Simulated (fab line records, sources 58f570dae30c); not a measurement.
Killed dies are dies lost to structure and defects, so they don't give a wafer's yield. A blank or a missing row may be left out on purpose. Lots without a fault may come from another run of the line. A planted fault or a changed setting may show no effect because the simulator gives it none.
Which tool did it? | flow berkeley_cmos170 | 15 lots, 45 wafers sampled, at 4 steps of a route of 331

WHAT THE GAUGES READ, wafer by wafer
UCB170_START_THK_MEAS_03. Usual: START_OXIDE_THK 21.2 nm, standard deviation 0.36.
lot  | measured    | on            | START_OXIDE_THK (nm) | flag
L638 | day 1 20:09 | film_metro-03 | 21.3 21.3 21.4       |
L639 | day 2 02:02 | film_metro-03 | 22.2 21.8 22.0       |
L640 | day 2 07:14 | film_metro-03 | 21.5 21.6 21.5       |
L641 | day 2 14:09 | film_metro-01 | 20.6 20.7 21.0       |
L642 | day 2 14:08 | film_metro-03 | 21.7 21.5 21.8       |
L643 | day 2 23:29 | film_metro-03 | 20.9 21.2 21.4       |
L645 | day 3 07:45 | film_metro-02 | 21.2 21.5 21.4       |
L646 | day 3 14:46 | film_metro-03 | 32.3 32.1 32.3       | OFF
L648 | day 3 19:02 | film_metro-03 | 21.5 21.6 21.3       |
L649 | day 4 05:47 | film_metro-03 | 32.1 31.3 31.0       | OFF
L651 | day 4 12:41 | film_metro-02 | 20.8 20.9 20.6       |
L652 | day 5 00:17 | film_metro-03 | 31.7 31.4 31.4       | OFF
L655 | day 5 05:43 | film_metro-03 | 21.7 21.7 21.3       |
L658 | day 6 02:41 | film_metro-02 | 21.4 21.3 21.2       |
L660 | day 6 09:40 | film_metro-01 | 21.3 21.1 21.0       |

UCB170_WELLDRIVE_THK_MEAS_02. Usual: WELLDRIVE_OXIDE_THK 197 nm, standard deviation 3.7.
lot  | measured    | on            | WELLDRIVE_OXIDE_THK (nm) | flag
L638 | day 4 06:19 | film_metro-04 | 198 197 199              |
L639 | day 4 06:20 | film_metro-02 | 195 193 193              |
L640 | day 4 06:19 | film_metro-01 | 199 200 199              |
L641 | day 4 17:07 | film_metro-02 | 200 196 198              |
L642 | day 4 17:02 | film_metro-02 | 199 199 197              |
L643 | day 5 05:02 | film_metro-02 | 199 203 201              |
L645 | day 5 11:11 | film_metro-01 | 204 206 203              |
L646 | day 5 23:58 | film_metro-02 | 194 196 192              |
L648 | day 5 23:58 | film_metro-04 | 203 202 203              |
L649 | day 6 10:13 | film_metro-01 | 193 195 198              |
L651 | day 6 20:16 | film_metro-02 | 198 199 195              |
L652 | day 6 20:19 | film_metro-04 | 194 198 193              |
L655 | day 7 08:46 | film_metro-04 | 190 192 194              |
L658 | day 8 13:40 | film_metro-01 | 190 193 193              |
L660 | day 8 19:43 | film_metro-01 | 198 195 201              |

UCB170_M1_OVL_MEAS_10. Usual: M1_OVL 3 nm, standard deviation 6.4.
lot  | measured     | on         | M1_OVL (nm) | flag
L638 | day 8 15:04  | overlay-01 | 14 1 4      |
L639 | day 8 17:01  | overlay-01 | 0 -3 -4     |
L640 | day 8 15:37  | overlay-02 | -6 0 8      |
L641 | day 9 02:28  | overlay-02 | -1 2 3      |
L642 | day 9 01:44  | overlay-02 | 5 7 13      |
L643 | day 9 10:28  | overlay-01 | 3 1 10      |
L645 | day 9 12:05  | overlay-02 | 1 7 7       |
L646 | day 10 03:43 | overlay-02 | -4 -12 -8   |
L648 | day 10 03:25 | overlay-01 | 10 12 10    |
L649 | day 10 08:09 | overlay-01 | 13 13 7     |
L651 | day 11 03:01 | overlay-01 | 2 -5 -6     |
L652 | day 11 04:42 | overlay-01 | 4 -1 4      |
L655 | day 11 13:10 | overlay-01 | -1 -4 -1    |
L658 | day 13 03:33 | overlay-02 | 14 3 4      |
L660 | day 13 01:17 | overlay-01 | -1 2 5      |

WHICH TOOL RAN EACH LOT (tool, then ch and the chambers of the sampled wafers, then the start)
lot  | UCB170_START_OXIDATION_02
L638 | furnace-02 ch 0, day 1 18:38
L639 | furnace-01 ch 0, day 2 00:32
L640 | furnace-02 ch 0, day 2 05:44
L641 | furnace-04 ch 0, day 2 12:38
L642 | furnace-04 ch 0, day 2 12:38
L643 | furnace-04 ch 0, day 2 21:59
L645 | furnace-01 ch 0, day 3 06:15
L646 | furnace-01 ch 0, day 3 10:26
L648 | furnace-01 ch 0, day 3 17:31
L649 | furnace-01 ch 0, day 4 01:31
L651 | furnace-01 ch 0, day 4 11:11
L652 | furnace-04 ch 0, day 4 17:31
L655 | furnace-04 ch 0, day 5 04:12
L658 | furnace-02 ch 0, day 6 01:10
L660 | furnace-02 ch 0, day 6 08:10
- UCB170_START_OXIDATION_02: target thk 20 nm, ox time 1800 s.

WHAT THE TOOLS THEMSELVES READ (means of the sampled wafers that have a number; where no wafer has one, the mark that the record gives instead)
UCB170_START_OXIDATION_02. Usual: tube_center_temp_C_max 958.2, standard deviation 0.42; zone_power_centre_pct 45 %, standard deviation 3.5.
lot  | tool       | tube_center_temp_C_max | zone_power_centre_pct (%) | flag
L638 | furnace-02 | 958.2                  | 45                        |
L639 | furnace-01 | 958.5                  | 49                        |
L640 | furnace-02 | 958.2                  | 44                        |
L641 | furnace-04 | 958.4                  | 41                        |
L642 | furnace-04 | 958.2                  | 41                        |
L643 | furnace-04 | 958.4                  | 41                        |
L645 | furnace-01 | 958.2                  | 49                        |
L646 | furnace-01 | 958.4                  | 49                        |
L648 | furnace-01 | 958.2                  | 49                        |
L649 | furnace-01 | 958.3                  | 49                        |
L651 | furnace-01 | 958.2                  | 49                        |
L652 | furnace-04 | 958.0                  | 41                        |
L655 | furnace-04 | 958.1                  | 41                        |
L658 | furnace-02 | 958.1                  | 44                        |
L660 | furnace-02 | 958.1                  | 44                        |

THE ANSWER, worked out from the rows above alone
Rule: a lot is off if the mean of its wafers that have a number lies more than 3 standard deviations from the usual mean. A lot without any number at a reading at which 4 lots or more have one is off too. The other lots that the step has rows for count as sound. The gauges are gone through in route order, then the tools' own readings, and for those a lot's mean is taken as printed above. The first step at which some lot is off is used, and at that step the reading that is off furthest; a lot without a number counts as furthest.
Off: L646, L649, L652, at UCB170_START_THK_MEAS_03 (START_OXIDE_THK).
A tool fits if, at a process step before that reading, it ran every lot that is off, and no sound lot after the first of them. The gauges at UCB170_START_THK_MEAS_03 are tried like those tools. None of those tried fits.

WHAT THE SIMULATOR HAD PUT IN
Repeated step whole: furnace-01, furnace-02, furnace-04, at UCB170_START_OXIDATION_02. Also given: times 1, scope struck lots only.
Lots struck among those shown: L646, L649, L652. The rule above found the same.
